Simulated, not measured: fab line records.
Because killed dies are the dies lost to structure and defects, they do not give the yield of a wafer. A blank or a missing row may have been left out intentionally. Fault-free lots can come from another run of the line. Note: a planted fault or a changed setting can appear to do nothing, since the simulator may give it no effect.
8D (eight disciplines) problem report, filled in by code | flow rit-cmos | the parts of the form that need people (team, actions taken, sign-off) are left out

## 1. THE PROBLEM
M1_AL_RS at RIT_M1_RS_MEAS_01 reads a mean of 0.1916 ohm/sq on 1 wafer of 1 lot; wafers without a fault read 0.0737 ohm/sq with a standard deviation of 0.00076. That is +99 or more standard deviations from the usual mean.
The step: measures by four-point-probe.
First observed at day 4 02:34: wafer L189.1, on film-metro-03. Wafers with a number at this step in the record: 39, from 13 lots. By rule, "out" or "out of limits" means more than 4 standard deviations away from the usual mean. The rest of the wafers with a number are treated as sound.

## 2. WHAT IT IS, AND WHAT IT ISN'T
question                    | is               | is not
which readings at this step | M1_AL_RS         | -
which lots                  | L189             | L185, L186, L187, L188, L190, L198, L199, L202, L203, L204, L206, L207
which wafers of those lots  | L189.1           | L189.4, L189.6
read on which gauges        | film-metro-03    | film-metro-02, film-metro-04
when                        | from day 4 02:34 | up to then (14 sound wafers); but 24 sound wafers of L190, L198, L199, L202, L203, L204, L206, L207 came after

## 3. WHAT RULES OUT EACH SUSPECT
Counting: if a tool at a process step up to the reading ran every lot that is out, it stays a suspect. Sound lots after the first of them don't rule it out here, since some wafers of a struck lot are sound.
- the gauge at RIT_M1_RS_MEAS_01 has been ruled out. All the wafers that are out were read on film-metro-03, but those of them that RIT_M1_SPUTTER_00 has rows for are out there too, on other tools.
- pvd-sputter-03 at RIT_M1_SPUTTER_00 (material Al, target thk 400 nm, time 500 s): kept. It ran the lot that is out, L189 (day 4 02:16); its last sound lot up to then is L187 (day 3 15:25). Its own readings are out on those wafers: cathode-dc-power-W.
Remaining after the count: pvd-sputter-03 at RIT_M1_SPUTTER_00.

## 4. THE CAUSE (what the simulator had put in)
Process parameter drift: pvd-sputter-03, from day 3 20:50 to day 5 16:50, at RIT_M1_SPUTTER_00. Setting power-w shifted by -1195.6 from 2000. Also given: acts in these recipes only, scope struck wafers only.
Only this tool survived the counting.

## 5. THE CHAIN OF EFFECTS, in route order
One row per reading whose mean, taken over the struck wafers that have a number, lies over 3 standard deviations from the usual. Scope: only readings with a usual standard deviation given in the record; hours: median across lots of the time from each lot's start at the first step in this table that gives one to its start at this step; sigmas: change in usual standard deviations.
hours | step                 | reading            | usual         | on struck wafers | change  | sigmas
0     | RIT_M1_SPUTTER_00    | cathode-dc-power-W | 2000.0 W      | 804.8            | -1195.2 | -99 or more
0     | RIT_M1_RS_MEAS_01    | M1_AL_RS           | 0.0737 ohm/sq | 0.1916           | +0.1179 | +99 or more
0     | RIT_M1_THK_MEAS_02   | M1_AL_THK          | 394 nm        | 159              | -235    | -51
2     | RIT_M1_METAL_ETCH_12 | oes-product-au     | 0.766 a.u.    | 0.497            | -0.269  | -22
Here are the process steps it includes:
- RIT_M1_SPUTTER_00: material Al, target thk 400 nm, time 500 s.
- RIT_M1_METAL_ETCH_12: etches Al in Cl2/BCl3, stops on SiO2, time 165 s, target depth 600 nm.

## 6. HOW IT WOULD HAVE BEEN CAUGHT EARLIER
6 hours passed between the start of the fault at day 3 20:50 and the first reading out of limits at a measuring or inspecting step in this record, taken at day 4 02:34.
Tool's own readings at RIT_M1_SPUTTER_00, cathode-dc-power-W: out on all struck wafers the step has rows for; an alarm limit on them would have tripped on the first.
The start of RIT_M1_SPUTTER_00 on pvd-sputter-03 came by day 4 02:34 for every one of the lots that are out (1). Had the tool been put on hold then, not one of them would have been saved.
